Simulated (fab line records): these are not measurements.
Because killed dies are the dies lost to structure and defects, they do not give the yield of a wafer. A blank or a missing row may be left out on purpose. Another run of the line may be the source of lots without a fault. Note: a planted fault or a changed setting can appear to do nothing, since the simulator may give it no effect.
A lot that was struck, set against a sound lot	flow berkeleyCmos170	21 steps out of a route of 331
Sound: wafers L681.2, L681.3, L681.5. Wafers L689.1, L689.4, L689.5 were the ones struck. Last of all comes the cause.
At each step with rows: each side's tool, then ch and its chambers, then its first start. Under that, the readings that differ: sound wafers	struck wafers	difference of the means	sigmas: that difference in standard deviations of wafers without a fault.
alike: words and numbers the same on both sides, and readings whose means are apart by under 2 such deviations; not compared: readings that were withheld, readings missing a value for some wafer, numbers with overlapping values and no deviation given by the record, and bounds like >300 which may hide the same value.
A row with sigmas, a row that says differs or no value, or rows on one side alone: a step with any of these is where the two part. Numbers that have no deviation but don't overlap get no sigmas and don't part them. A reading missing from all wafers of one side parts the sides only when that side holds two or more wafers.

first, 3 steps without rows for these wafers: UCB170_FIELD_WET_ETCH_04 (etches SiO2 in dHF, time 60 s); UCB170_FIELD_WET_ETCH_05 (etches Si3N4 in H3PO4, time 12600 s); UCB170_FIELD_WET_ETCH_06 (etches SiO2 in BOE, time 22 s).
UCB170_FIELD_THK_MEAS_90:
  struck on filmMetro-02, day 7 17:44; sound on filmMetro-03, day 6 10:02
  alike: FIELD_OXIDE_LEFT_1_THK
then, 2 steps without rows for these wafers: UCB170_SACOX_CLEAN_00 (cleans in dHF, time 7.5 s); UCB170_SACOX_OXIDATION_01 (target thk 14.4 nm, ox time 2400 s).
UCB170_SACOX_THK_MEAS_02:
  struck on filmMetro-04, day 8 00:55; sound on filmMetro-04, day 6 17:36
  alike: SACOX_OXIDE_THK
then, 2 steps without rows for these wafers: UCB170_SCREENOX_WET_ETCH_00 (etches SiO2 in dHF, time 200 s); UCB170_SCREENOX_OXIDATION_01 (target thk 14.4 nm, ox time 2400 s).
UCB170_SCREENOX_THK_MEAS_02:
  struck on filmMetro-02, day 8 08:34; sound on filmMetro-02, day 7 00:05
  alike: SCREENOX_OXIDE_THK
then, 2 steps without rows for these wafers: UCB170_SCREENOX_ANNEAL_03 (time 900 s); UCB170_NVT_HMDS_00 (prime time 60 s).
UCB170_NVT_COAT_01: resist thk 900 nm.
  sound on lithoTrack-01 ch 0, day 7 07:08; struck on lithoTrack-01 ch 0, day 8 13:44
reading	sound	struck	difference	sigmas
spinSpeedRpm (rpm)	1500.9 1501.1 1500.6	1670.7 1670.8 1671.5	+170.1	+99 or more
model.KrF_of_NVT_COAT_01.thkNm (nm)	898.8 900.5 897.4	851.5 851.2 851.7	-47.4	
then, 3 steps without rows for these wafers: UCB170_NVT_SOFTBAKE_02 (time 60 s); UCB170_NVT_EXPOSE_03 (exposes mask PWELL, target cd 3000 nm); UCB170_NVT_PEB_04.
UCB170_NVT_DEVELOP_05: develop time 43.97 s.
  sound: lithoTrack-03 ch 0; struck: lithoTrack-03 ch 0
reading	sound	struck	difference	sigmas
model.KrF_of_NVT_COAT_01.thkNm (nm)	884.6 886.4 883.3	837.3 837 837.6	-47.5	
UCB170_NVT_OVL_MEAS_06:
  struck on overlay-02, day 8 14:33; sound on overlay-02, day 7 08:34
  alike: NVT_OVL
next, for these wafers, 1 step has no rows: UCB170_NVT_IMPLANT_07.
UCB170_NVT_STRIP_08: strips in O2.
  sound on plasmaAsher-03 ch 0,1, day 7 08:45; struck on plasmaAsher-02 ch 0,1, day 8 14:44
reading	sound	struck	difference	sigmas
stripTimeToEndpointS (s)	21.60 21.64 21.58	20.47 20.46 20.48	-1.14	-20
  alike: chamberPressureMTorr, drypumpMotorCurrentA, oesProductAu
  not compared: rfHoursCounterH
UCB170_NVT_TW_MEAS_09:
  struck on filmMetro-01, day 8 14:50; sound on filmMetro-04, day 7 08:52
  alike: NVT_TW

WHERE THEY PART
First at UCB170_NVT_COAT_01; last, within this record, at UCB170_NVT_STRIP_08. Later steps at which nothing parts them and some readings are alike: UCB170_NVT_TW_MEAS_09.

WHY: whatever the simulator had introduced
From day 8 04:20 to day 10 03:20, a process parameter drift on lithoTrack-01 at UCB170_NVT_COAT_01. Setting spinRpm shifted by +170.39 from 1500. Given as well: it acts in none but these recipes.
